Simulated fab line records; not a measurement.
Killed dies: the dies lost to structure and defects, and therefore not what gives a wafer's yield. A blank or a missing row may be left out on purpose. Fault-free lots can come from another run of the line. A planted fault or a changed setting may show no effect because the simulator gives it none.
fab line records | flow ritCmos
record lots=5 | wafers=23
route steps=202 shown NLDD@104 SPACER@128 PSD@143 CONTACT@171 M1@188
startH: start of the lot's first displayed wafer, in hours after the record's first day | waitH: how many hours have passed since the lot's step before this one | " same as the row above | L1.1+2: several wafers, shown together as one row | - value missing, or start not given | * or withheld: withheld | < > ~ a bound
route shown NAME@n: names a module that has steps shown in the file, with the first one's number in the route | usual: average and standard deviation across the fault-free wafers | same: alike in all rows | chamber/n: place in a boat | sites: the reading at each site | _std_site: the standard deviation of these | _edge_site: inner sites' mean taken away from outer sites' mean | radiusMm: how far each site lies from the wafer's centre | mask NAME#n: copy n | behind: the tool/chamber that last shaped the wafer | hold: the reason the lot was held/the length of the hold in hours/how it ended | device: transistor that didn't switch, given as n, p or np | end of line: the route-end tests of the same wafers | where a step has no rows: the recipe by itself | killed: dies that structure and defects cost at the first sort, which is not the same as the wafer's yield | map: per-die view of a wafer (x killed, . not killed, _ where there is no die)
set.NAME: setting as actually run; set.NAME@STEP: the setting as run at that earlier step | model.NAME: the simulator's own value behind a step, which no gauge read
lots where settings were altered on purpose, with a table for each step and a row for each wafer
## steps
# step RIT_NLDD_COAT_01
# recipe resist=NOVOLAK | spinRpm=3250 | resistThkNm=1000
lot.wafer  | tool          | chamber | startH | waitH | set.spinRpm | model.NOVOLAK_of_NLDD_COAT_01.thkNm
L075.2     | lithoTrack-02 | 0       | 45.61  | 0.1   | 3159        | 1009
L075.3     | "             | 0       | "      | "     | 3250        | 994.5
L075.4     | "             | 0       | "      | "     | 3159        | 1011
L075.5     | "             | 0       | "      | "     | 3250        | 991.8
L075.6     | "             | 0       | "      | "     | 3250        | 995.9
L076.1     | lithoTrack-04 | 0       | 50.89  | 0.1   | 3250        | 998.7
L076.2     | "             | 0       | "      | "     | 3094        | 1026
L076.3     | "             | 0       | "      | "     | 3250        | 1000
L076.5     | "             | 0       | "      | "     | 3094        | 1025
L076.6     | "             | 0       | "      | "     | 3250        | 1003
L078.1     | lithoTrack-03 | 0       | 61.36  | 0.1   | 3097        | 1023
L078.2     | "             | 0       | "      | "     | 3250        | 998.2
L078.3     | "             | 0       | "      | "     | 3097        | 1022
L078.5     | "             | 0       | "      | "     | 3250        | 998.4
L078.6     | "             | 0       | "      | "     | 3250        | 995.3
L083.3     | lithoTrack-03 | 0       | 85.50  | 0.1   | 3250        | 996.6
L083.4     | "             | 0       | "      | "     | 3250        | 997.9
L083.5     | "             | 0       | "      | "     | 3250        | 997.7
L085.1     | lithoTrack-04 | 0       | 95.20  | 0.1   | 3250        | 1002
L085.2+4+6 | "             | 0       | "      | "     | 3250        | 1004
L085.3     | "             | 0       | "      | "     | 3250        | 1005
# step RIT_NLDD_SOFTBAKE_02
# recipe resist=NOVOLAK | tempC=90 | timeS=60
# step RIT_NLDD_EXPOSE_03
# recipe maskId=M7 | na=0.57 | targetCdNm=40700 | doseMj=250
# step RIT_NLDD_DEVELOP_05
# recipe resist=NOVOLAK | developTimeS=50 | devTempC=23
# step RIT_NLDD_HARDBAKE_07
# recipe resist=NOVOLAK | tempC=140 | timeS=60
lot.wafer | tool          | chamber | startH | waitH | set.spinRpm@NLDD_COAT_01 | model.NOVOLAK_of_NLDD_COAT_01.thkNm
L075.2    | lithoTrack-04 | 0       | 46.54  | 0.0   | 3159                     | 891.4
L075.3    | "             | 0       | "      | "     | 3250                     | 879
L075.4    | "             | 0       | "      | "     | 3159                     | 893.2
L075.5    | "             | 0       | "      | "     | 3250                     | 876.6
L075.6    | "             | 0       | "      | "     | 3250                     | 880.2
L076.1    | lithoTrack-04 | 0       | 51.86  | 0.0   | 3250                     | 882.6
L076.2    | "             | 0       | "      | "     | 3094                     | 906.2
L076.3    | "             | 0       | "      | "     | 3250                     | 884.2
L076.5    | "             | 0       | "      | "     | 3094                     | 906
L076.6    | "             | 0       | "      | "     | 3250                     | 886.4
L078.1    | lithoTrack-03 | 0       | 62.09  | 0.0   | 3097                     | 904.3
L078.2    | "             | 0       | "      | "     | 3250                     | 882.2
L078.3    | "             | 0       | "      | "     | 3097                     | 903.2
L078.5    | "             | 0       | "      | "     | 3250                     | 882.3
L078.6    | "             | 0       | "      | "     | 3250                     | 879.7
L083.3    | lithoTrack-02 | 0       | 86.36  | 0.1   | 3250                     | 880.7
L083.4    | "             | 0       | "      | "     | 3250                     | 881.9
L083.5    | "             | 0       | "      | "     | 3250                     | 881.7
L085.1    | lithoTrack-02 | 0       | 96.15  | 0.0   | 3250                     | 885.9
L085.2    | "             | 0       | "      | "     | 3250                     | 887.1
L085.3    | "             | 0       | "      | "     | 3250                     | 888.6
L085.4    | "             | 0       | "      | "     | 3250                     | 887
L085.6    | "             | 0       | "      | "     | 3250                     | 887.3
# step RIT_NLDD_IMPLANT_08
# recipe species=P | energyKev=20 | doseCm2=5e+14 | tiltDeg=7
lot.wafer      | tool         | chamber | startH | waitH | set.energyKev | model.implant.drpNm
L075.2+3+4+5+6 | implanter-01 | 0       | 46.69  | 0.1   | 20            | 12.97
L076.1+3       | implanter-01 | 0       | 52.01  | 0.1   | 20            | 12.97
L076.2+5+6     | "            | 0       | "      | "     | 19.29         | 12.69
L078.1+2+3+5+6 | implanter-01 | 0       | 62.24  | 0.1   | 20            | 12.97
L083.3+4+5     | implanter-03 | 0       | 86.51  | 0.1   | 20            | 12.97
L085.1+2+4     | implanter-03 | 0       | 96.30  | 0.1   | 20.76         | 13.26
L085.3+6       | "            | 0       | "      | "     | 20            | 12.97
# step RIT_SPACER_CVD_03
# recipe material=Si3N4 | targetThkNm=250 | tempC=810 | precursor=SiH2Cl2/NH3 | timeS=3300 | pressureMtorr=300 | sih2cl2FlowSccm=60 | nh3FlowSccm=150
lot.wafer | tool     | chamber | startH | waitH | set.sih2cl2FlowSccm | model.Si3N4_of_SPACER_CVD_03.thkNm
L075.2    | -        | -       | -      | 0.0   | 68.11               | 262.4
L075.3    | "        | -       | "      | "     | 68.11               | 264.8
L075.4    | "        | -       | "      | "     | 68.11               | 263.9
L075.5    | "        | -       | "      | "     | 68.11               | 263.4
L075.6    | "        | -       | "      | "     | 68.11               | 263
L076.1    | -        | -       | -      | 0.0   | 62.87               | 255.6
L076.2    | "        | -       | "      | "     | 62.87               | 254.2
L076.3    | "        | -       | "      | "     | 62.87               | 253.5
L076.5    | "        | -       | "      | "     | 62.87               | 254.8
L076.6    | "        | -       | "      | "     | 62.87               | 252.7
L078.1    | -        | -       | -      | 0.0   | 53.76               | 239.2
L078.2    | "        | -       | "      | "     | 53.76               | 239.6
L078.3    | "        | -       | "      | "     | 53.76               | 239.8
L078.5    | "        | -       | "      | "     | 53.76               | 237.5
L078.6    | "        | -       | "      | "     | 53.76               | 236.5
L083.3    | lpcvd-02 | 0       | 88.82  | 0.0   | 60                  | 253.7
L083.4    | "        | 0       | "      | "     | 60                  | 251.8
L083.5    | "        | 0       | "      | "     | 60                  | 253.8
L085.1    | -        | -       | -      | 0.0   | 60                  | 243.8
L085.2    | "        | -       | "      | "     | 60                  | 246.5
L085.3    | "        | -       | "      | "     | 60                  | 245
L085.4    | "        | -       | "      | "     | 60                  | 245.1
L085.6    | "        | -       | "      | "     | 60                  | 245.5
# step RIT_SPACER_THK_MEAS_04
# recipe reads=Si3N4_of_SPACER_CVD_03
# usual SPACER_NITRIDE_THK=249.5/2.9
lot.wafer | tool         | chamber | startH | waitH | set.sih2cl2FlowSccm@SPACER_CVD_03 | SPACER_NITRIDE_THK[nm]
L075.2    | filmMetro-02 | -       | -      | -     | 68.11                             | 262.4
L075.3    | "            | -       | "      | "     | 68.11                             | 264.6
L075.4    | "            | -       | "      | "     | 68.11                             | 263.9
L075.5    | "            | -       | "      | "     | 68.11                             | 263.6
L075.6    | "            | -       | "      | "     | 68.11                             | 263.1
L076.1    | filmMetro-01 | -       | -      | -     | 62.87                             | 255.5
L076.2    | "            | -       | "      | "     | 62.87                             | 254.3
L076.3    | "            | -       | "      | "     | 62.87                             | 253.6
L076.5    | "            | -       | "      | "     | 62.87                             | 254.8
L076.6    | "            | -       | "      | "     | 62.87                             | 252.9
L078.1    | filmMetro-02 | -       | -      | -     | 53.76                             | 238.9
L078.2    | "            | -       | "      | "     | 53.76                             | 239.7
L078.3    | "            | -       | "      | "     | 53.76                             | 239.8
L078.5    | "            | -       | "      | "     | 53.76                             | 237.5
L078.6    | "            | -       | "      | "     | 53.76                             | 236.6
L083.3    | filmMetro-01 | -       | 90.76  | 0.0   | 60                                | 253.7
L083.4    | "            | -       | "      | "     | 60                                | 251.7
L083.5    | "            | -       | "      | "     | 60                                | 254.0
L085.1    | filmMetro-04 | -       | -      | -     | 60                                | 243.7
L085.2    | "            | -       | "      | "     | 60                                | 246.2
L085.3    | "            | -       | "      | "     | 60                                | 245.1
L085.4    | "            | -       | "      | "     | 60                                | 245.2
L085.6    | "            | -       | "      | "     | 60                                | 245.6
# step RIT_SPACER_ETCHBACK_05
# recipe targetDepthA=2500 | SF6_flow_sccm=30 | CHF3_flow_sccm=30 | target=Si3N4 | chemistry=SF6/CHF3 | pressureMtorr=40 | rfW=250 | timeS=240 | stopOn=SiO2
lot.wafer | tool       | chamber | startH | waitH | set.sih2cl2FlowSccm@SPACER_CVD_03 | model.etch.depthNm
L075.2    | rieDiel-01 | 1       | 50.94  | 0.0   | 68.11                             | 262.4
L075.3    | "          | 0       | "      | "     | 68.11                             | 264.8
L075.4    | "          | 2       | "      | "     | 68.11                             | 263.9
L075.5    | "          | 1       | "      | "     | 68.11                             | 263.4
L075.6    | "          | 2       | "      | "     | 68.11                             | 263
L076.1    | rieDiel-01 | 2       | 56.31  | 0.1   | 62.87                             | 255.6
L076.2    | "          | 3       | "      | "     | 62.87                             | 254.2
L076.3    | "          | 1       | "      | "     | 62.87                             | 253.5
L076.5    | "          | 3       | "      | "     | 62.87                             | 254.8
L076.6    | "          | 0       | "      | "     | 62.87                             | 252.7
L078.1    | rieDiel-02 | 2       | 66.53  | 0.1   | 53.76                             | 239.2
L078.2    | "          | 3       | "      | "     | 53.76                             | 239.6
L078.3    | "          | 0       | "      | "     | 53.76                             | 239.8
L078.5    | "          | 0       | "      | "     | 53.76                             | 237.5
L078.6    | "          | 3       | "      | "     | 53.76                             | 236.5
L083.3    | rieDiel-03 | 2       | 90.80  | 0.0   | 60                                | 253.7
L083.4    | "          | 3       | "      | "     | 60                                | 251.8
L083.5    | "          | 2       | "      | "     | 60                                | 253.8
L085.1    | rieDiel-02 | 0       | 100.52 | 0.1   | 60                                | 243.8
L085.2    | "          | 1       | "      | "     | 60                                | 246.5
L085.3    | "          | 3       | "      | "     | 60                                | 245
L085.4    | "          | 2       | "      | "     | 60                                | 245.1
L085.6    | "          | 2       | "      | "     | 60                                | 245.5
# step RIT_PSD_COAT_01
# recipe resist=NOVOLAK | spinRpm=3250 | resistThkNm=1000
lot.wafer | tool          | chamber | startH | waitH | set.resistThkNm | model.NOVOLAK_of_PSD_COAT_01.thkNm
L075.2    | lithoTrack-01 | 0       | 52.69  | 0.1   | 1000            | 998.5
L075.3    | "             | 0       | "      | "     | 1000            | 995.6
L075.4    | "             | 0       | "      | "     | 1031            | 1027
L075.5    | "             | 0       | "      | "     | 1031            | 1028
L075.6    | "             | 0       | "      | "     | 1000            | 999
L076.1    | lithoTrack-01 | 0       | 58.04  | 0.1   | 1057            | 1054
L076.2    | "             | 0       | "      | "     | 1000            | 997
L076.3    | "             | 0       | "      | "     | 1000            | 996
L076.5    | "             | 0       | "      | "     | 1057            | 1053
L076.6    | "             | 0       | "      | "     | 1000            | 994.3
L078.1    | lithoTrack-04 | 0       | 68.38  | 0.1   | 1000            | 1002
L078.2    | "             | 0       | "      | "     | 984.7           | 984.2
L078.3    | "             | 0       | "      | "     | 984.7           | 984.6
L078.5    | "             | 0       | "      | "     | 1000            | 999.4
L078.6    | "             | 0       | "      | "     | 1000            | 1000
L083.3    | lithoTrack-01 | 0       | 92.57  | 0.1   | 1000            | 999.9
L083.4+5  | "             | 0       | "      | "     | 1000            | 1001
L085.1    | lithoTrack-03 | 0       | 102.24 | 0.1   | 1000            | 994.6
L085.2    | "             | 0       | "      | "     | 974             | 969.9
L085.3    | "             | 0       | "      | "     | 1000            | 997.9
L085.4    | "             | 0       | "      | "     | 974             | 969.6
L085.6    | "             | 0       | "      | "     | 1000            | 996.2
# step RIT_PSD_SOFTBAKE_02
# recipe resist=NOVOLAK | tempC=90 | timeS=60
# step RIT_PSD_EXPOSE_03
# recipe maskId=M10 | na=0.57 | targetCdNm=40900 | doseMj=250
# step RIT_PSD_DEVELOP_05
# recipe resist=NOVOLAK | developTimeS=50 | devTempC=23
# step RIT_PSD_HARDBAKE_07
# recipe resist=NOVOLAK | tempC=140 | timeS=60
lot.wafer | tool          | chamber | startH | waitH | set.resistThkNm@PSD_COAT_01 | model.NOVOLAK_of_PSD_COAT_01.thkNm
L075.2    | lithoTrack-03 | 0       | 53.55  | 0.0   | 1000                        | 882.5
L075.3    | "             | 0       | "      | "     | 1000                        | 879.9
L075.4    | "             | 0       | "      | "     | 1031                        | 907.2
L075.5    | "             | 0       | "      | "     | 1031                        | 908.7
L075.6    | "             | 0       | "      | "     | 1000                        | 882.8
L076.1    | lithoTrack-01 | 0       | 58.77  | 0.0   | 1057                        | 931.3
L076.2    | "             | 0       | "      | "     | 1000                        | 881.1
L076.3    | "             | 0       | "      | "     | 1000                        | 880.3
L076.5    | "             | 0       | "      | "     | 1057                        | 930.4
L076.6    | "             | 0       | "      | "     | 1000                        | 878.7
L078.1    | lithoTrack-04 | 0       | 69.11  | 0.0   | 1000                        | 885.4
L078.2    | "             | 0       | "      | "     | 984.7                       | 870
L078.3    | "             | 0       | "      | "     | 984.7                       | 870.2
L078.5    | "             | 0       | "      | "     | 1000                        | 883.2
L078.6    | "             | 0       | "      | "     | 1000                        | 883.7
L083.3    | lithoTrack-04 | 0       | 93.43  | 0.1   | 1000                        | 883.6
L083.4+5  | "             | 0       | "      | "     | 1000                        | 884.8
L085.1    | lithoTrack-01 | 0       | 102.98 | 0.0   | 1000                        | 879.1
L085.2    | "             | 0       | "      | "     | 974                         | 857.4
L085.3    | "             | 0       | "      | "     | 1000                        | 882
L085.4    | "             | 0       | "      | "     | 974                         | 857.1
L085.6    | "             | 0       | "      | "     | 1000                        | 880.4
# step RIT_CONTACT_COAT_03
# recipe resist=NOVOLAK | spinRpm=3250 | resistThkNm=1000
lot.wafer | tool          | chamber | startH | waitH | set.spinRpm | model.NOVOLAK_of_CONTACT_COAT_03.thkNm
L075.2    | lithoTrack-03 | 0       | 55.80  | 0.1   | 3250        | 997.2
L075.3    | "             | 0       | "      | "     | 3250        | 999
L075.4    | "             | 0       | "      | "     | 3250        | 996.5
L075.5    | "             | 0       | "      | "     | 3250        | 1001
L075.6    | "             | 0       | "      | "     | 3250        | 1002
L076.1    | lithoTrack-02 | 0       | 61.03  | 0.1   | 3250        | 999
L076.2+5  | "             | 0       | "      | "     | 3250        | 1001
L076.3    | "             | 0       | "      | "     | 3250        | 999.2
L076.6    | "             | 0       | "      | "     | 3250        | 998.7
L078.1+6  | lithoTrack-03 | 0       | 71.34  | 0.1   | 3479        | 968.5
L078.2    | "             | 0       | "      | "     | 3479        | 969.7
L078.3+5  | "             | 0       | "      | "     | 3250        | 1001
L083.3    | lithoTrack-04 | 0       | 95.70  | 0.1   | 3250        | 998.5
L083.4    | "             | 0       | "      | "     | 3250        | 997.1
L083.5    | "             | 0       | "      | "     | 3250        | 1000
L085.1    | lithoTrack-02 | 0       | 105.19 | 0.1   | 3250        | 999.6
L085.2    | "             | 0       | "      | "     | 3250        | 999.9
L085.3    | "             | 0       | "      | "     | 3482        | 964.1
L085.4    | "             | 0       | "      | "     | 3482        | 967.3
L085.6    | "             | 0       | "      | "     | 3482        | 965.7
# step RIT_CONTACT_SOFTBAKE_04
# recipe resist=NOVOLAK | tempC=90 | timeS=60
# step RIT_CONTACT_EXPOSE_05
# recipe maskId=M11 | na=0.6 | sourceShape=conventional | sigmaOuter=0.5 | targetCdNm=1000 | doseMj=250
# step RIT_CONTACT_HARDBAKE_10
# recipe resist=NOVOLAK | tempC=140 | timeS=60
lot.wafer | tool          | chamber | startH | waitH | set.spinRpm@CONTACT_COAT_03 | model.NOVOLAK_of_CONTACT_COAT_03.thkNm
L075.2    | lithoTrack-02 | 0       | 56.90  | 0.0   | 3250                        | 880.8
L075.3    | "             | 0       | "      | "     | 3250                        | 882.4
L075.4    | "             | 0       | "      | "     | 3250                        | 880.3
L075.5    | "             | 0       | "      | "     | 3250                        | 884.1
L075.6    | "             | 0       | "      | "     | 3250                        | 884.7
L076.1    | lithoTrack-02 | 0       | 62.00  | 0.0   | 3250                        | 882.4
L076.2    | "             | 0       | "      | "     | 3250                        | 884.4
L076.3    | "             | 0       | "      | "     | 3250                        | 882.6
L076.5    | "             | 0       | "      | "     | 3250                        | 884
L076.6    | "             | 0       | "      | "     | 3250                        | 882.1
L078.1    | lithoTrack-03 | 0       | 72.33  | 0.0   | 3479                        | 855.7
L078.2    | "             | 0       | "      | "     | 3479                        | 856.8
L078.3    | "             | 0       | "      | "     | 3250                        | 884.5
L078.5    | "             | 0       | "      | "     | 3250                        | 884.2
L078.6    | "             | 0       | "      | "     | 3479                        | 855.8
L083.3    | lithoTrack-04 | 0       | 96.86  | 0.1   | 3250                        | 882
L083.4    | "             | 0       | "      | "     | 3250                        | 880.7
L083.5    | "             | 0       | "      | "     | 3250                        | 883.3
L085.1    | lithoTrack-03 | 0       | 106.33 | 0.0   | 3250                        | 883
L085.2    | "             | 0       | "      | "     | 3250                        | 883.2
L085.3    | "             | 0       | "      | "     | 3482                        | 851.9
L085.4    | "             | 0       | "      | "     | 3482                        | 854.7
L085.6    | "             | 0       | "      | "     | 3482                        | 853.2
# step RIT_CONTACT_ETCH_11
# recipe targetDepthA=4800 | overEtchFrac=0.2 | stopOn=TiSi2 | chemistry=CHF3/CF4/Ar | target=SiO2 | CHF3_flow_sccm=50 | cf4FlowSccm=10 | Ar_flow_sccm=100 | O2_flow_sccm=5 | pressureMtorr=100 | rfW=200 | timeS=320
lot.wafer | tool       | chamber | startH | waitH | set.rfW | set.spinRpm@CONTACT_COAT_03 | model.NOVOLAK_of_CONTACT_COAT_03.thkNm
L075.2    | rieDiel-04 | 0       | 57.02  | 0.1   | 200     | 3250                        | 769.9
L075.3    | "          | 2       | "      | "     | 200     | 3250                        | 767.7
L075.4    | "          | 3       | "      | "     | 200     | 3250                        | 763.9
L075.5    | "          | 3       | "      | "     | 200     | 3250                        | 769
L075.6    | "          | 0       | "      | "     | 200     | 3250                        | 773.8
L076.1    | rieDiel-03 | 1       | 62.15  | 0.1   | 200     | 3250                        | 765.5
L076.2    | "          | 3       | "      | "     | 185     | 3250                        | 773.8
L076.3    | "          | 2       | "      | "     | 200     | 3250                        | 768.3
L076.5    | "          | 1       | "      | "     | 185     | 3250                        | 772
L076.6    | "          | 2       | "      | "     | 200     | 3250                        | 767.5
L078.1    | rieDiel-04 | 0       | 72.48  | 0.1   | 200     | 3479                        | 744.9
L078.2    | "          | 3       | "      | "     | 189.6   | 3479                        | 745.6
L078.3    | "          | 2       | "      | "     | 200     | 3250                        | 770.9
L078.5    | "          | 2       | "      | "     | 189.6   | 3250                        | 773.7
L078.6    | "          | 3       | "      | "     | 189.6   | 3479                        | 743
L083.3    | rieDiel-03 | 1       | 96.96  | 0.1   | 200     | 3250                        | 766.1
L083.4    | "          | 2       | "      | "     | 200     | 3250                        | 767.9
L083.5    | "          | 3       | "      | "     | 200     | 3250                        | 768.4
L085.1    | rieDiel-03 | 1       | 106.48 | 0.1   | 200     | 3250                        | 766.4
L085.2    | "          | 0       | "      | "     | 189     | 3250                        | 770.8
L085.3    | "          | 2       | "      | "     | 200     | 3482                        | 738
L085.4    | "          | 3       | "      | "     | 189     | 3482                        | 741.2
L085.6    | "          | 2       | "      | "     | 189     | 3482                        | 742.5
# step RIT_M1_COAT_04
# recipe resist=NOVOLAK | spinRpm=2000 | resistThkNm=1300
lot.wafer  | tool          | chamber | startH | waitH | set.spinRpm | model.NOVOLAK_of_M1_COAT_04.thkNm
L075.2     | lithoTrack-03 | 0       | 58.53  | 0.1   | 2000        | 1302
L075.3     | "             | 0       | "      | "     | 2000        | 1300
L075.4     | "             | 0       | "      | "     | 2000        | 1299
L075.5     | "             | 0       | "      | "     | 2000        | 1298
L075.6     | "             | 0       | "      | "     | 2000        | 1297
L076.1     | lithoTrack-01 | 0       | 63.65  | 0.1   | 2000        | 1302
L076.2     | "             | 0       | "      | "     | 1909        | 1334
L076.3     | "             | 0       | "      | "     | 1909        | 1331
L076.5+6   | "             | 0       | "      | "     | 2000        | 1304
L078.1+2+6 | lithoTrack-01 | 0       | 74.00  | 0.1   | 2000        | 1300
L078.3     | "             | 0       | "      | "     | 2000        | 1298
L078.5     | "             | 0       | "      | "     | 2000        | 1301
L083.3+5   | lithoTrack-01 | 0       | 98.49  | 0.1   | 2000        | 1294
L083.4     | "             | 0       | "      | "     | 2000        | 1298
L085.1     | lithoTrack-03 | 0       | 107.95 | 0.1   | 1949        | 1318
L085.2     | "             | 0       | "      | "     | 2000        | 1299
L085.3     | "             | 0       | "      | "     | 2000        | 1300
L085.4     | "             | 0       | "      | "     | 1949        | 1316
L085.6     | "             | 0       | "      | "     | 1949        | 1321
# step RIT_M1_SOFTBAKE_05
# recipe resist=NOVOLAK | tempC=90 | timeS=60
# step RIT_M1_EXPOSE_06
# recipe maskId=M12 | na=0.6 | sourceShape=conventional | sigmaOuter=0.5 | targetCdNm=2600 | doseMj=250
# step RIT_M1_HARDBAKE_11
# recipe resist=NOVOLAK | tempC=140 | timeS=120
lot.wafer  | tool          | chamber | startH | waitH | set.spinRpm@M1_COAT_04 | model.NOVOLAK_of_M1_COAT_04.thkNm
L075.2     | lithoTrack-03 | 0       | 59.50  | 0.1   | 2000                   | 1139
L075.3     | "             | 0       | "      | "     | 2000                   | 1137
L075.4+5   | "             | 0       | "      | "     | 2000                   | 1136
L075.6     | "             | 0       | "      | "     | 2000                   | 1135
L076.1     | lithoTrack-01 | 0       | 64.66  | 0.0   | 2000                   | 1138
L076.2     | "             | 0       | "      | "     | 1909                   | 1166
L076.3     | "             | 0       | "      | "     | 1909                   | 1164
L076.5+6   | "             | 0       | "      | "     | 2000                   | 1140
L078.1+2+6 | lithoTrack-01 | 0       | 74.93  | 0.0   | 2000                   | 1137
L078.3     | "             | 0       | "      | "     | 2000                   | 1136
L078.5     | "             | 0       | "      | "     | 2000                   | 1138
L083.3+5   | lithoTrack-02 | 0       | 99.40  | 0.1   | 2000                   | 1132
L083.4     | "             | 0       | "      | "     | 2000                   | 1135
L085.1     | lithoTrack-03 | 0       | 108.83 | 0.0   | 1949                   | 1153
L085.2     | "             | 0       | "      | "     | 2000                   | 1136
L085.3     | "             | 0       | "      | "     | 2000                   | 1137
L085.4     | "             | 0       | "      | "     | 1949                   | 1150
L085.6     | "             | 0       | "      | "     | 1949                   | 1155
# step RIT_M1_METAL_ETCH_12
# recipe stopOn=SiO2 | chemistry=Cl2/BCl3 | target=Al | timeS=165 | overEtchFrac=0.5 | pressureMtorr=100 | targetDepthA=6000 | rfW=250 | Cl2_flow_sccm=60 | bcl3FlowSccm=50
# usual oesProductAu=0.767/0.014
lot.wafer | tool        | chamber | startH | waitH | set.overEtchFrac | set.spinRpm@M1_COAT_04 | oesProductAu | model.NOVOLAK_of_M1_COAT_04.thkNm
L075.2    | rieMetal-04 | 0       | 59.71  | 0.2   | 0.5              | 2000                   | 0.762        | 810.5
L075.3    | "           | 0       | "      | "     | 0.3835           | 2000                   | 0.788        | 835.2
L075.4    | "           | 1       | "      | "     | 0.5              | 2000                   | 0.756        | 803.5
L075.5    | "           | 1       | "      | "     | 0.3835           | 2000                   | 0.777        | 830.9
L075.6    | "           | 0       | "      | "     | 0.5              | 2000                   | 0.763        | 808.7
L076.1    | rieMetal-01 | 1       | 64.91  | 0.2   | 0.5935           | 2000                   | 0.725        | 792
L076.2    | "           | 0       | "      | "     | 0.5935           | 1909                   | 0.736        | 817.1
L076.3    | "           | 1       | "      | "     | 0.5              | 1909                   | 0.758        | 836.6
L076.5    | "           | 0       | "      | "     | 0.5              | 2000                   | 0.771        | 806.6
L076.6    | "           | 1       | "      | "     | 0.5              | 2000                   | 0.747        | 811.3
L078.1    | rieMetal-04 | 1       | 75.18  | 0.2   | 0.3606           | 2000                   | 0.786        | 839.2
L078.2    | "           | 0       | "      | "     | 0.3606           | 2000                   | 0.795        | 846.5
L078.3    | "           | 0       | "      | "     | 0.5              | 2000                   | 0.754        | 811.9
L078.5    | "           | 0       | "      | "     | 0.5              | 2000                   | 0.756        | 815.1
L078.6    | "           | 1       | "      | "     | 0.5              | 2000                   | 0.748        | 808
L083.3    | rieMetal-02 | 0       | 99.63  | 0.2   | 0.5              | 2000                   | 0.779        | 804.6
L083.4    | "           | 1       | "      | "     | 0.5              | 2000                   | 0.788        | 810.9
L083.5    | "           | 1       | "      | "     | 0.5              | 2000                   | 0.780        | 808.1
L085.1    | rieMetal-01 | 1       | 109.08 | 0.2   | 0.6286           | 1949                   | 0.714        | 795.7
L085.2    | "           | 0       | "      | "     | 0.5              | 2000                   | 0.774        | 802.4
L085.3    | "           | 1       | "      | "     | 0.5              | 2000                   | 0.759        | 808.4
L085.4    | "           | 0       | "      | "     | 0.6286           | 1949                   | 0.733        | 789.7
L085.6    | "           | 0       | "      | "     | 0.5              | 1949                   | 0.767        | 822.1
## key
split step=RIT_NLDD_COAT_01 | setting=spinRpm | stated=3250 | by=wafer
response step=RIT_NLDD_COAT_01 | reading=model.NOVOLAK_of_NLDD_COAT_01.thkNm | change=-5.34 | per=1% | r=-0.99
response step=RIT_NLDD_HARDBAKE_07 | reading=model.NOVOLAK_of_NLDD_COAT_01.thkNm | change=-4.67 | per=1% | r=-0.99
split step=RIT_NLDD_IMPLANT_08 | setting=energyKev | stated=20 | by=wafer
response step=RIT_NLDD_IMPLANT_08 | reading=model.implant.drpNm | change=+0.0782 | per=1% | r=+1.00
split step=RIT_SPACER_CVD_03 | setting=sih2cl2FlowSccm | stated=60 | by=lot
response step=RIT_SPACER_CVD_03 | reading=model.Si3N4_of_SPACER_CVD_03.thkNm | change=+1.05 | per=1% | r=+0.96
response step=RIT_SPACER_THK_MEAS_04 | reading=SPACER_NITRIDE_THK | change=+1.06 | per=1% | r=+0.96
response step=RIT_SPACER_ETCHBACK_05 | reading=model.etch.depthNm | change=+1.05 | per=1% | r=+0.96
split step=RIT_PSD_COAT_01 | setting=resistThkNm | stated=1000 | by=wafer
response step=RIT_PSD_COAT_01 | reading=model.NOVOLAK_of_PSD_COAT_01.thkNm | change=+10.1 | per=1% | r=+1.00
response step=RIT_PSD_HARDBAKE_07 | reading=model.NOVOLAK_of_PSD_COAT_01.thkNm | change=+8.84 | per=1% | r=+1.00
split step=RIT_CONTACT_COAT_03 | setting=spinRpm | stated=3250 | by=wafer
response step=RIT_CONTACT_COAT_03 | reading=model.NOVOLAK_of_CONTACT_COAT_03.thkNm | change=-4.68 | per=1% | r=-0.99
response step=RIT_CONTACT_HARDBAKE_10 | reading=model.NOVOLAK_of_CONTACT_COAT_03.thkNm | change=-4.1 | per=1% | r=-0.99
response step=RIT_CONTACT_ETCH_11 | reading=model.NOVOLAK_of_CONTACT_COAT_03.thkNm | change=-3.93 | per=1% | r=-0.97
split step=RIT_CONTACT_ETCH_11 | setting=rfW | stated=200 | by=wafer
response none clear
split step=RIT_M1_COAT_04 | setting=spinRpm | stated=2000 | by=wafer
response step=RIT_M1_COAT_04 | reading=model.NOVOLAK_of_M1_COAT_04.thkNm | change=-6.72 | per=1% | r=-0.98
response step=RIT_M1_HARDBAKE_11 | reading=model.NOVOLAK_of_M1_COAT_04.thkNm | change=-5.77 | per=1% | r=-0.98
response step=RIT_M1_METAL_ETCH_12 | reading=model.NOVOLAK_of_M1_COAT_04.thkNm | slope=-5.97 | per=1% | togetherWith=overEtchFrac@M1_METAL_ETCH_12 | explained=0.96
split step=RIT_M1_METAL_ETCH_12 | setting=overEtchFrac | stated=0.5 | by=wafer
response step=RIT_M1_METAL_ETCH_12 | reading=oesProductAu | change=-0.00138 | per=1% | r=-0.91
response step=RIT_M1_METAL_ETCH_12 | reading=model.NOVOLAK_of_M1_COAT_04.thkNm | slope=-1.09 | per=1% | togetherWith=spinRpm@M1_COAT_04 | explained=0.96
